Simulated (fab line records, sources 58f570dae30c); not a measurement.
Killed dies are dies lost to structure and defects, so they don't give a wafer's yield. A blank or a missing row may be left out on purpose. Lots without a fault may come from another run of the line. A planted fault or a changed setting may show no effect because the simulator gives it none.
A struck lot beside a sound one | flow berkeley_cmos170 | 15 steps out of a route of 331
Sound: wafers L622.3, L622.4, L622.6. Struck: wafers L628.1, L628.2, L628.5. The cause comes at the end.
At each step with rows: each side's tool, then ch and its chambers, then its first start. Under that, the readings that differ: sound wafers | struck wafers | difference of the means | sigmas: that difference in standard deviations of wafers without a fault.
alike: readings whose means differ by less than 2 such deviations, and words and numbers that are the same on both sides. not compared: withheld readings, readings that some wafer has no value for, bounds like >300 that may hide the same value, and numbers for which the record gives no deviation and whose values overlap.
The two part at a step that has a row with sigmas, a row that says differs or no value, or rows on one side only. Numbers that don't overlap but have no deviation are shown without sigmas and don't part them. A reading that every wafer of one side lacks parts them only if that side has two wafers or more.

UCB170_V2_BOW_MEAS_03:
  sound on film_metro-02, day 8 13:29; struck on film_metro-03, day 9 13:16
  alike: V2_BOW
UCB170_V2_THK_MEAS_04:
  sound on film_metro-02, day 8 13:35; struck on film_metro-03, day 9 13:23
  alike: V2_POLISHED_THK
then, 7 steps without rows for these wafers: UCB170_V2_CLEAN_05 (cleans in DIW); UCB170_V2_HMDS_06 (prime time 60 s); UCB170_V2_COAT_07 (resist thk 900 nm); UCB170_V2_SOFTBAKE_08 (time 60 s); UCB170_V2_EXPOSE_09 (exposes mask VIA2, target cd 700 nm); UCB170_V2_PEB_10; UCB170_V2_DEVELOP_11 (develop time 45 s).
UCB170_V2_CD_MEAS_12: target cd 700 nm.
  sound on cd_sem-02, day 8 14:41; struck on cd_sem-02, day 9 14:44
  alike: cd_nm
UCB170_V2_OVL_MEAS_13:
  sound on overlay-02, day 8 14:46; struck on overlay-01, day 9 14:51
  reading     | sound  | struck  | difference | sigmas
  V2_OVL (nm) | 7 9 17 | 0 -5 -1 | -13        | -2
UCB170_V2_ETCH_14: etches SiO2 in CHF3/CF4/Ar, stops on Al, target depth 1250 nm, time 291 s.
  sound on rie_diel-04 ch 1,2,3, day 8 14:48; struck on rie_diel-02 ch 2,3, day 9 14:53
  reading                | sound          | struck         | difference | sigmas
  throttle_valve_pct (%) | 7.13 7.17 7.08 | 6.82 6.90 6.82 | -0.28      | -2
  alike: drypump_motor_current_A, oes_product_au
  not compared: rf_hours_counter_h
UCB170_V2_STRIP_15: strips in O2.
  sound on plasma_asher-01 ch 0,1, day 8 15:01; struck on plasma_asher-03 ch 0,1, day 9 15:04
  reading                      | sound             | struck            | difference | sigmas
  drypump_motor_current_A (A)  | 6.3 6.1 6.3       | 5.2 5.3 5.2       | -1.0       | -2
  o2_flow_sccm (sccm)          | 400.7 398.4 401.3 | 198.3 200.4 199.4 | -200.8     | -99 or more
  oes_product_au (a.u.)        | 0.720 0.724 0.723 | 0.664 0.661 0.662 | -0.060     | -14
  strip_time_to_endpoint_s (s) | 15.38 15.24 15.36 | 17.32 17.35 17.32 | +2.00      | +20
  not compared: rf_hours_counter_h
UCB170_V2_CD_MEAS_90: target cd 700 nm.
  sound on cd_sem-02, day 8 15:07; struck on cd_sem-02, day 9 15:10
  alike: cd_nm
UCB170_M3_PROBE_99:
  the record has rows for the struck wafers here (prober-02, day 9 18:28) and none for the sound ones

WHERE THEY PART
First at UCB170_V2_OVL_MEAS_13; last, within this record, at UCB170_M3_PROBE_99.

WHY: what the simulator had put in
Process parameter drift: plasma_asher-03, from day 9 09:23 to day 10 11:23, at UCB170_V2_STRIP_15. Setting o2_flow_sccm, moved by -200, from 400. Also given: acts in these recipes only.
